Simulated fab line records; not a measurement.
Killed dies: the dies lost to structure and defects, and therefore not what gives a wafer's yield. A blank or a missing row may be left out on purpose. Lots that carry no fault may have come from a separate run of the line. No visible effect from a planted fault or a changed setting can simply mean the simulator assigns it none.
Tool commonality check	flow rit-cmos	14 lots and 42 wafers in the sample

== WHY THIS WAS OPENED ==
2 of 14 lots carry a flag on the reading REOX_OXIDE_THK at RIT_REOX_THK_MEAS_04. Fault-free wafers read 25.3 nm, with a standard deviation of 0.43.
Rule: a lot gets a flag if all its wafers with a number sit over 4 standard deviations from that mean, or if no wafer of it has a number. All remaining lots are regarded as sound.

lot	measured	on	REOX_OXIDE_THK (nm), wafer by wafer	flag
L829	day 2 21:14	film-metro-01	24.9 24.7 25.4	
L830	day 3 02:26	film-metro-01	25.7 25.5 25.1	
L831	day 3 03:53	film-metro-04	25.5 25.7 25.8	
L832	day 3 15:02	film-metro-01	25.6 25.7 26.1	
L834	day 4 04:38	film-metro-04	24.8 24.8 25.2	
L835	day 4 04:38	film-metro-01	25.4 25.0 25.4	
L836	day 4 12:37	film-metro-01	25.5 24.9 25.5	
L842	day 5 14:41	film-metro-04	24.4 24.6 24.3	
L845	day 6 06:01	film-metro-02	30.0 29.9 29.2	FLAGGED
L846	day 6 11:01	film-metro-02	29.3 29.2 29.5	FLAGGED
L848	day 6 21:59	film-metro-01	25.6 25.5 25.8	
L849	day 7 06:09	film-metro-01	25.4 25.2 25.6	
L850	day 7 10:16	film-metro-02	25.3 25.6 25.6	
L852	day 8 03:34	film-metro-04	25.0 25.0 24.9	
The numbers of the flagged lots are 29.5 nm on average: +4.2 nm against the usual, or +10 standard deviations.

== WHICH TOOL EACH LOT WENT THROUGH ==
The record keeps 1 process step preceding the reading, out of 202 steps on the route. In each cell: the tool, then ch and the chambers that the sampled wafers went through, then the start.
lot	flag	RIT_REOX_OXIDATION_03
L829		furnace-04 ch 0, day 2 18:40
L830		furnace-03 ch 0, day 2 23:53
L831		furnace-04 ch 0, day 3 01:19
L832		furnace-01 ch 0, day 3 12:28
L834		furnace-03 ch 0, day 4 02:05
L835		furnace-03 ch 0, day 4 02:05
L836		furnace-04 ch 0, day 4 10:03
L842		furnace-03 ch 0, day 5 12:08
L845	FLAGGED	furnace-04 ch 0, day 6 03:27
L846	FLAGGED	furnace-04 ch 0, day 6 08:27
L848		furnace-01 ch 0, day 6 19:25
L849		furnace-01 ch 0, day 7 03:36
L850		furnace-01 ch 0, day 7 07:43
L852		furnace-01 ch 0, day 8 01:01
What these steps do:
- RIT_REOX_OXIDATION_03: target thk 25.2 nm, ox time 5580 s.
- RIT_REOX_THK_MEAS_04

== FLAGGED AGAINST TOTAL, ONE TOOL AT A TIME (gauges that did the reading follow at the end) ==
step	tool	lots run	flagged	share of the flagged lots	sound lots run after its first flagged lot
RIT_REOX_OXIDATION_03	furnace-01	5	0	none	-
RIT_REOX_OXIDATION_03	furnace-03	4	0	none	-
RIT_REOX_OXIDATION_03	furnace-04	5	2	all	0
RIT_REOX_THK_MEAS_04	film-metro-01	7	0	none	-
RIT_REOX_THK_MEAS_04	film-metro-02	3	2	all	1 (L850)
RIT_REOX_THK_MEAS_04	film-metro-04	4	0	none	-

== WHAT THE TABLE PERMITS ==
furnace-04 at RIT_REOX_OXIDATION_03 and film-metro-02 at RIT_REOX_THK_MEAS_04 are the 2 rows of the table that ran each flagged lot.
- furnace-04 at RIT_REOX_OXIDATION_03 ran 5 lots, 2 of them flagged. Last sound lot L836 at day 4 10:03, first flagged lot L845 at day 6 03:27; a fault beginning in between fits. Its own readings (spike-tc-centre-C, spike-tc-source-C, tube-center-temp-C, tube_center_temp_C_max) fall more than 4 standard deviations out on all wafers of the flagged lots.
- film-metro-02 at RIT_REOX_THK_MEAS_04 ran 3 lots, 2 of them flagged. Sound lots ran on it after the first flagged one (L850), which a lasting fault on the whole tool wouldn't allow.
What remains is a single tool, furnace-04 at RIT_REOX_OXIDATION_03.

== WHAT WAS PUT IN BY THE SIMULATOR ==
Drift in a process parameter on furnace-04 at RIT_REOX_OXIDATION_03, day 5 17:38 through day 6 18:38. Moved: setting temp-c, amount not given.
Struck lots among those shown: L845, L846. The rule given above showed the same thing.
